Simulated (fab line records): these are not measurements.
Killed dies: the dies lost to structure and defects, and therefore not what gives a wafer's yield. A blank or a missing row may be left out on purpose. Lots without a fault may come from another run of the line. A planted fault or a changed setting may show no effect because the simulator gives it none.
Lot-split experiment :: flow berkeleyCmos170 :: 23 wafers read across 5 lots, on a route 331 steps long

## SPLIT DETAILS
At UCB170_CONTACT_CVD_01 (deposits PSG from SiH4/O2/PH3, target thk 700 nm, time 2820 s), the setting timeS was moved away from the recipe's 2820 s on 10 of the 23 wafers read, by -10.8% to -7.7%. The other wafers ran this setting at the recipe's value.

## FROM THE SPLIT TO THE READING: what the file shows between them, 5 steps
- UCB170_CONTACT_THK_MEAS_02
- UCB170_CONTACT_COAT_10: resist thk 900 nm (also split here: spinRpm)
- UCB170_CONTACT_SOFTBAKE_11: time 60 s
- UCB170_CONTACT_EXPOSE_12: exposes mask CONT, target cd 700 nm
- UCB170_CONTACT_ETCH_17: etches BARC in N2/H2

## THE READING
oesProductAu, in a.u., at UCB170_CONTACT_ETCH_18 (etches PSG in CHF3/CF4/Ar, stops on TiSi2, target depth 840 nm, time 195 s). Typical for fault-free wafers on this fab line: 0.893 a.u., with standard deviation 0.011 a.u.

wafer: L074.1
tool, chamber at the split: lpcvd-01, 0
timeS as run, s: 2820
against the recipe: recipe
oesProductAu, a.u.: 0.923
against lot-mates on the recipe: -

wafer: L074.4
tool, chamber at the split: lpcvd-01, 0
timeS as run, s: 2820
against the recipe: recipe
oesProductAu, a.u.: 0.890
against lot-mates on the recipe: -

wafer: L074.5
tool, chamber at the split: lpcvd-01, 0
timeS as run, s: 2820
against the recipe: recipe
oesProductAu, a.u.: 0.896
against lot-mates on the recipe: -

wafer: L079.1
tool, chamber at the split: -, -
timeS as run, s: 2603
against the recipe: -7.7%
oesProductAu, a.u.: 0.862
against lot-mates on the recipe: no lot-mate on the recipe

wafer: L079.2
tool, chamber at the split: -, -
timeS as run, s: 2603
against the recipe: -7.7%
oesProductAu, a.u.: 0.853
against lot-mates on the recipe: no lot-mate on the recipe

wafer: L079.3
tool, chamber at the split: -, -
timeS as run, s: 2603
against the recipe: -7.7%
oesProductAu, a.u.: 0.842
against lot-mates on the recipe: no lot-mate on the recipe

wafer: L079.4
tool, chamber at the split: -, -
timeS as run, s: 2603
against the recipe: -7.7%
oesProductAu, a.u.: 0.859
against lot-mates on the recipe: no lot-mate on the recipe

wafer: L079.6
tool, chamber at the split: -, -
timeS as run, s: 2603
against the recipe: -7.7%
oesProductAu, a.u.: 0.848
against lot-mates on the recipe: no lot-mate on the recipe

wafer: L082.1
tool, chamber at the split: -, -
timeS as run, s: 2516
against the recipe: -10.8%
oesProductAu, a.u.: 0.824
against lot-mates on the recipe: no lot-mate on the recipe

wafer: L082.2
tool, chamber at the split: -, -
timeS as run, s: 2516
against the recipe: -10.8%
oesProductAu, a.u.: 0.834
against lot-mates on the recipe: no lot-mate on the recipe

wafer: L082.3
tool, chamber at the split: -, -
timeS as run, s: 2516
against the recipe: -10.8%
oesProductAu, a.u.: 0.834
against lot-mates on the recipe: no lot-mate on the recipe

wafer: L082.4
tool, chamber at the split: -, -
timeS as run, s: 2516
against the recipe: -10.8%
oesProductAu, a.u.: 0.823
against lot-mates on the recipe: no lot-mate on the recipe

wafer: L082.5
tool, chamber at the split: -, -
timeS as run, s: 2516
against the recipe: -10.8%
oesProductAu, a.u.: 0.829
against lot-mates on the recipe: no lot-mate on the recipe

wafer: L081.1
tool, chamber at the split: -, -
timeS as run, s: 2820
against the recipe: recipe
oesProductAu, a.u.: 0.895
against lot-mates on the recipe: -

wafer: L081.2
tool, chamber at the split: -, -
timeS as run, s: 2820
against the recipe: recipe
oesProductAu, a.u.: 0.895
against lot-mates on the recipe: -

wafer: L081.3
tool, chamber at the split: -, -
timeS as run, s: 2820
against the recipe: recipe
oesProductAu, a.u.: 0.880
against lot-mates on the recipe: -

wafer: L081.5
tool, chamber at the split: -, -
timeS as run, s: 2820
against the recipe: recipe
oesProductAu, a.u.: 0.885
against lot-mates on the recipe: -

wafer: L081.6
tool, chamber at the split: -, -
timeS as run, s: 2820
against the recipe: recipe
oesProductAu, a.u.: 0.899
against lot-mates on the recipe: -

wafer: L084.1
tool, chamber at the split: -, -
timeS as run, s: 2820
against the recipe: recipe
oesProductAu, a.u.: 0.895
against lot-mates on the recipe: -

wafer: L084.2
tool, chamber at the split: -, -
timeS as run, s: 2820
against the recipe: recipe
oesProductAu, a.u.: 0.902
against lot-mates on the recipe: -

wafer: L084.3
tool, chamber at the split: -, -
timeS as run, s: 2820
against the recipe: recipe
oesProductAu, a.u.: 0.884
against lot-mates on the recipe: -

wafer: L084.4
tool, chamber at the split: -, -
timeS as run, s: 2820
against the recipe: recipe
oesProductAu, a.u.: 0.892
against lot-mates on the recipe: -

wafer: L084.6
tool, chamber at the split: -, -
timeS as run, s: 2820
against the recipe: recipe
oesProductAu, a.u.: 0.890
against lot-mates on the recipe: -

FIT RESULTS
A straight line over all 23 wafers: oesProductAu changes by +0.00589 a.u. for each +1% of timeS; r = +0.95; the points scatter about the line by 0.0093 a.u.
Too few moved wafers with a lot-mate on the recipe to fit a line net of each lot's own level.

## THE WHOLE CHAIN: every reading that the file lists as answering this split, in the file's order
step: UCB170_CONTACT_CVD_01
what it does: deposits PSG from SiH4/O2/PH3, target thk 700 nm, time 2820 s
reading: PSG_of_CONTACT_CVD_01.thkNm (the simulator's own value, which no gauge read)
change (the file's fit): +7.67 nm for each +1% of the setting
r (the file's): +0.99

step: UCB170_CONTACT_THK_MEAS_02
what it does: 
reading: CONTACT_PSG_THK
change (the file's fit): +7.71 for each +1% of the setting
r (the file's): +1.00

step: UCB170_CONTACT_ETCH_18
what it does: etches PSG in CHF3/CF4/Ar, stops on TiSi2, target depth 840 nm, time 195 s
reading: oesProductAu
change (the file's fit): +0.00589 a.u. for each +1% of the setting
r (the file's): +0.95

step: UCB170_CONTACT_ETCH_18
what it does: etches PSG in CHF3/CF4/Ar, stops on TiSi2, target depth 840 nm, time 195 s
reading: CONTACT.featureDepthNm (the simulator's own value, which no gauge read)
change (the file's fit): +7.7 nm for each +1% of the setting
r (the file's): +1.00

step: UCB170_CONTACT_ETCH_18
what it does: etches PSG in CHF3/CF4/Ar, stops on TiSi2, target depth 840 nm, time 195 s
reading: etch.depthNm (the simulator's own value, which no gauge read)
change (the file's fit): +7.67 nm for each +1% of the setting
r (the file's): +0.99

## THE FILE'S OWN FIT
oesProductAu changes by +0.00589 a.u. for each +1% of timeS, r = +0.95.
